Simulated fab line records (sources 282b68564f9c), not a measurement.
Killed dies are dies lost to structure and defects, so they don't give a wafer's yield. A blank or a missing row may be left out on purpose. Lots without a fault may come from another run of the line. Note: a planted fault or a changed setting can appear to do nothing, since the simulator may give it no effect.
Split-lot study | flow rit cmos | on a route of 202 steps: 5 lots, 27 wafers read

ON THE SPLIT
At RIT_SPACER_ETCHBACK_05 (etches Si3N4 in SF6/CHF3, stops on SiO2, target depth 250 nm, time 240 s), the setting target depth a was moved away from the recipe's 2500 angstrom on 9 of the 27 wafers read, by -31.0% to +44.2%. For the rest of the wafers, this setting stayed at what the recipe calls for.

The reading is taken at the split's own step.

THE READING
oes product au, in a.u., at RIT_SPACER_ETCHBACK_05 (etches Si3N4 in SF6/CHF3, stops on SiO2, target depth 250 nm, time 240 s). On this fab line, fault-free wafers typically give 0.843 a.u. with a standard deviation of 0.014 a.u.

wafer  | tool, chamber at the split | target depth a as run, angstrom | against the recipe | oes product au, a.u. | against lot-mates on the recipe
L076.4 | rie diel-03, 0             | 2500                            | recipe             | 0.848                | -
L076.5 | rie diel-03, 3             | 2500                            | recipe             | 0.866                | -
L076.6 | rie diel-03, 0             | 2500                            | recipe             | 0.846                | -
L077.1 | rie diel-01, 1             | 3605                            | +44.2%             | 0.675                | -0.160
L077.2 | rie diel-01, 2             | 2500                            | recipe             | 0.824                | -
L077.3 | rie diel-01, 3             | 3605                            | +44.2%             | 0.670                | -0.165
L077.4 | rie diel-01, 0             | 2500                            | recipe             | 0.838                | -
L077.5 | rie diel-01, 1             | 2500                            | recipe             | 0.843                | -
L077.6 | rie diel-01, 2             | 3605                            | +44.2%             | 0.655                | -0.180
L080.1 | rie diel-01, 1             | 2500                            | recipe             | 0.842                | -
L080.2 | rie diel-01, 0             | 2500                            | recipe             | 0.828                | -
L080.3 | rie diel-01, 3             | 1725                            | -31.0%             | 0.981                | +0.144
L080.4 | rie diel-01, 2             | 1725                            | -31.0%             | 0.966                | +0.129
L080.5 | rie diel-01, 1             | 1725                            | -31.0%             | 0.992                | +0.155
L080.6 | rie diel-01, 0             | 2500                            | recipe             | 0.842                | -
L081.1 | rie diel-03, 0             | 2890                            | +15.6%             | 0.774                | -0.074
L081.2 | rie diel-03, 1             | 2500                            | recipe             | 0.844                | -
L081.3 | rie diel-03, 2             | 2500                            | recipe             | 0.846                | -
L081.4 | rie diel-03, 3             | 2500                            | recipe             | 0.853                | -
L081.5 | rie diel-03, 3             | 2890                            | +15.6%             | 0.774                | -0.074
L081.6 | rie diel-03, 0             | 2890                            | +15.6%             | 0.766                | -0.082
L084.1 | rie diel-01, 2             | 2500                            | recipe             | 0.815                | -
L084.2 | rie diel-01, 1             | 2500                            | recipe             | 0.839                | -
L084.3 | rie diel-01, 3             | 2500                            | recipe             | 0.836                | -
L084.4 | rie diel-01, 0             | 2500                            | recipe             | 0.836                | -
L084.5 | rie diel-01, 2             | 2500                            | recipe             | 0.833                | -
L084.6 | rie diel-01, 1             | 2500                            | recipe             | 0.847                | -

THE FIT
A straight line over all 27 wafers: oes product au changes by -0.00416 a.u. for each +1% of target depth a; r = -0.99; the points scatter about the line by 0.012 a.u.
The same after taking each lot's own level away (the mean of its wafers on the recipe; 27 wafers): -0.00415 a.u. for each +1%; r = -0.99; scatter 0.012 a.u.
That fit puts the effect of the largest move of target depth a on the reading at 0.18 a.u.
From 0.8343 to 0.8533 a.u.: that is the span of the lots' own levels, equal to 1.4 times the standard deviation above.
So the lot-to-lot level changes the slope little: the two slopes agree.
Check: with one of the wafers moved furthest among these (+44.2%) left out of the fit, the line predicts -0.187 a.u. for it against its lot-mates. Against them it came out at -0.16 a.u.
Tool readings at the split's step, against how far the setting was moved: oes product au r = -0.99.

OTHER SPLITS APPLIED TO THESE WAFERS
Note: prior to the reading, these wafers also went through further splits. Each is held against what the fit with the lots' levels taken away leaves over:
other split on the same wafers       | wafers away from the commonest value | r with oes product au (lot level and that fit taken away)
RIT_ACTIVE_OXIDATION_01 ox time s    | 18                                   | -0.03
RIT_ACTIVE_DEVELOP_10 develop time s | 12                                   | -0.08

THE WHOLE CHAIN: every reading that the file lists as answering this split, in the file's order
step                   | what it does                                                             | reading                                                                           | change (the file's fit)                   | r (the file's)
RIT_SPACER_ETCHBACK_05 | etches Si3N4 in SF6/CHF3, stops on SiO2, target depth 250 nm, time 240 s | oes product au                                                                    | -0.00413 a.u. for each +1% of the setting | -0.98
RIT_SPACER_ETCHBACK_05 | etches Si3N4 in SF6/CHF3, stops on SiO2, target depth 250 nm, time 240 s | poly-Si_of_GATE_CVD_08.thk nm (the simulator's own value, which no gauge read)    | -0.516 nm for each +1% of the setting     | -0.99
RIT_SPACER_ETCHBACK_05 | etches Si3N4 in SF6/CHF3, stops on SiO2, target depth 250 nm, time 240 s | Si3N4_of_SPACER_CVD_03.thk nm (the simulator's own value, which no gauge read)    | -0.44 nm for each +1% of the setting      | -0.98
RIT_SPACER_ETCHBACK_05 | etches Si3N4 in SF6/CHF3, stops on SiO2, target depth 250 nm, time 240 s | SiO2_of_FOX2_OXIDATION_00.thk nm (the simulator's own value, which no gauge read) | -0.363 nm for each +1% of the setting     | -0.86
RIT_M1_PROBE_99        |                                                                          | etest.pwell pinched.rs ohm sq (the simulator's own value, which no gauge read)    | +2.02 for each +1% of the setting         | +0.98
RIT_M1_PROBE_99        |                                                                          | etest.nwell pinched.rs ohm sq (the simulator's own value, which no gauge read)    | +1.58 for each +1% of the setting         | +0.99

THE FILE'S OWN FIT
oes product au changes by -0.00413 a.u. for each +1% of target depth a, r = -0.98.
